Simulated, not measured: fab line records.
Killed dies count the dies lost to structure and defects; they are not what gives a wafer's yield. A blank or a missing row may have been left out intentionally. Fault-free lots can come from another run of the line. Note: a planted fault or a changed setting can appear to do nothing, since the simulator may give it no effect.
Split-lot study | flow rit-cmos | 23 wafers read across 5 lots, on a route 202 steps long

== THE SPLIT ITSELF ==
At RIT_ACTIVE_EXPOSE_08 (exposes mask M1, target cd 1400 nm), the setting dose-mj was moved away from the recipe's 225 on 5 of the 23 wafers read, by -3.7% to +2.3%. All remaining wafers had this setting at the recipe value.

== FROM THE SPLIT TO THE READING: what the file shows between them, 5 steps ==
- RIT_ACTIVE_PEB_09
- RIT_ACTIVE_DEVELOP_10: develop time 50 s
- RIT_ACTIVE_CD_MEAS_11: target cd 1400 nm
- RIT_ACTIVE_ETCH_13: etches Si3N4 in SF6, stops on SiO2, time 210 s, target depth 210 nm (also split here: over-etch-frac)
- RIT_ACTIVE_STRIP_14: strips in O2, time 180 s

== THE READING ==
cd-nm at RIT_ACTIVE_CD_MEAS_90, given in nm (cd target 1400 nm). Typical for fault-free wafers on this fab line: 1399.3 nm, with standard deviation 2.4 nm.

wafer  | tool, chamber at the split | dose-mj as run | against the recipe | cd-nm, nm | against lot-mates on the recipe
L074.1 | iline-stepper-02, 0        | 225            | recipe             | 1400.4    | -
L074.2 | iline-stepper-02, 0        | 225            | recipe             | 1400.2    | -
L074.3 | iline-stepper-02, 0        | 225            | recipe             | 1400.5    | -
L074.4 | iline-stepper-02, 0        | 216.7          | -3.7%              | 1412.6    | +12.2
L074.6 | iline-stepper-02, 0        | 216.7          | -3.7%              | 1410.5    | +10.1
L077.2 | iline-stepper-01, 0        | 225            | recipe             | 1397.5    | -
L077.3 | iline-stepper-01, 0        | 225            | recipe             | 1399.9    | -
L077.4 | iline-stepper-01, 0        | 225            | recipe             | 1397.1    | -
L077.5 | iline-stepper-01, 0        | 225            | recipe             | 1399.3    | -
L077.6 | iline-stepper-01, 0        | 225            | recipe             | 1400.5    | -
L079.1 | iline-stepper-02, 0        | 230.1          | +2.3%              | 1393.3    | -6.9
L079.2 | iline-stepper-02, 0        | 230.1          | +2.3%              | 1393.4    | -6.8
L079.3 | iline-stepper-02, 0        | 225            | recipe             | 1399.9    | -
L079.4 | iline-stepper-02, 0        | 225            | recipe             | 1400.4    | -
L079.5 | iline-stepper-02, 0        | 230.1          | +2.3%              | 1394.1    | -6.1
L082.1 | iline-stepper-01, 0        | 225            | recipe             | 1399.7    | -
L082.2 | iline-stepper-01, 0        | 225            | recipe             | 1399.1    | -
L082.4 | iline-stepper-01, 0        | 225            | recipe             | 1400.0    | -
L082.5 | iline-stepper-01, 0        | 225            | recipe             | 1400.5    | -
L082.6 | iline-stepper-01, 0        | 225            | recipe             | 1396.4    | -
L085.2 | iline-stepper-02, 0        | 225            | recipe             | 1401.4    | -
L085.4 | iline-stepper-02, 0        | 225            | recipe             | 1403.4    | -
L085.5 | iline-stepper-02, 0        | 225            | recipe             | 1400.9    | -

THE FIT
A straight line over all 23 wafers: cd-nm changes by -3.02 nm for each +1% of dose-mj; r = -0.94; the points scatter about the line by 1.5 nm.
The same after taking each lot's own level away (the mean of its wafers on the recipe; 23 wafers): -2.98 nm for each +1%; r = -0.97; scatter 1.1 nm.
Per that fit: largest dose-mj move, reading shift of 11 nm.
Across the lots, their own levels run from 1398.86 to 1401.90 nm, a range of 1.3 times the standard deviation given above.
Hence the lot-to-lot level has little effect on the slope; both slopes agree.
Check: with one of the wafers moved furthest among these (-3.7%) left out of the fit, the line predicts +10.4 nm for it against its lot-mates. Against them it came out at +12.2 nm.

== OTHER SPLITS APPLIED TO THESE WAFERS ==
Note: prior to the reading, these wafers also went through further splits. Each is held against what the fit with the lots' levels taken away leaves over:
other split on the same wafers    | wafers away from the commonest value | r with cd-nm (lot level and that fit taken away)
RIT_ACTIVE_OXIDATION_01 temp-c    | 10                                   | +0.04
RIT_ACTIVE_ETCH_13 over-etch-frac | 10                                   | +0.06

== THE WHOLE CHAIN: every reading that the file lists as answering this split, in the file's order ==
step                  | what it does      | reading                                                       | change (the file's fit)              | r (the file's)
RIT_ACTIVE_DEVELOP_10 | develop time 50 s | ACTIVE.cd-nm (the simulator's own value, which no gauge read) | -2.94 nm for each +1% of the setting | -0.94
RIT_ACTIVE_CD_MEAS_11 | target cd 1400 nm | cd-nm                                                         | -2.93 nm for each +1% of the setting | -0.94
RIT_ACTIVE_CD_MEAS_90 | target cd 1400 nm | cd-nm                                                         | -2.99 nm for each +1% of the setting | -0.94

== FILE'S OWN FIT ==
cd-nm changes by -2.99 nm for each +1% of dose-mj, r = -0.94.
